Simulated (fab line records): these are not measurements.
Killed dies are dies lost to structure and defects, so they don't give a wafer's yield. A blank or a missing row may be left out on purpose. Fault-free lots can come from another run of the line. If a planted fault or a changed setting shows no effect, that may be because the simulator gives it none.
One fault through the eyes of 2 desks ; flow berkeley cmos170 ; each desk has only its own numbers; what lay behind them comes last

## METROLOGY DESK
Lot by lot, what the gauges showed, no matter which tool ran the lot: averages of those sampled wafers that carry a number. A lot is out of limits, marked OUT, if its mean lies more than 4 standard deviations from the usual mean; the brackets give that distance.
Columns: A = M2_AL_RS at UCB170_M2_RS_MEAS_02, usual 0.03206 ohm/sq; B = M2_AL_THK at UCB170_M2_THK_MEAS_03, usual 913 nm
lot;first seen here;A;B
L262;day 8 09:06;0.03234;908
L269;day 9 09:31;0.03245;908
L277;day 11 09:38;0.03182;922
L279;day 12 04:33;0.03171;921
L281;day 12 16:36;0.03200;913
This desk's finding: nothing out of limits on any of the 5 lots.

## TOOL OWNER'S DESK, krf scanner-02
The tool's own readings at UCB170_M2_EXPOSE_12 (exposes mask METAL2, target cd 700 nm): means of the sampled wafers that have a number, for each lot that ran on this tool. A lot is out of limits, marked OUT, if its mean lies more than 4 standard deviations from the usual mean; the brackets give that distance.
Columns: A = exposure dose mJ cm2 at UCB170_M2_EXPOSE_12, usual 25.978; B = focus offset nm at UCB170_M2_EXPOSE_12, usual -0.1 nm
lot;first seen here;A;B
L269;day 9 11:24;25.851 (-5.1) OUT;-0.1
L281;day 12 18:37;25.961;0.0
This desk finds L269 out of limits, L269 being first, at day 9 11:24 (exposure dose mJ cm2 at UCB170_M2_EXPOSE_12). L281: within limits.

## ALL TOGETHER
An alarm could have come from the tool owner's desk at day 9 11:24, on L269.
Metrology desk: nothing out of limits seen.
The metrology desk holds a record of L269, inside its limits.
On krf scanner-02, each named lot ran UCB170_M2_EXPOSE_12.

## WHAT THE SIMULATOR PUT IN
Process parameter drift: krf scanner-02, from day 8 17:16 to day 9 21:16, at UCB170_M2_EXPOSE_12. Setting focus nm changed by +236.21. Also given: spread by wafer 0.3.
Shown lots that were struck: L269.
Each desk's first reading out of limits, in hours after the fault started: the tool owner's desk, 18.
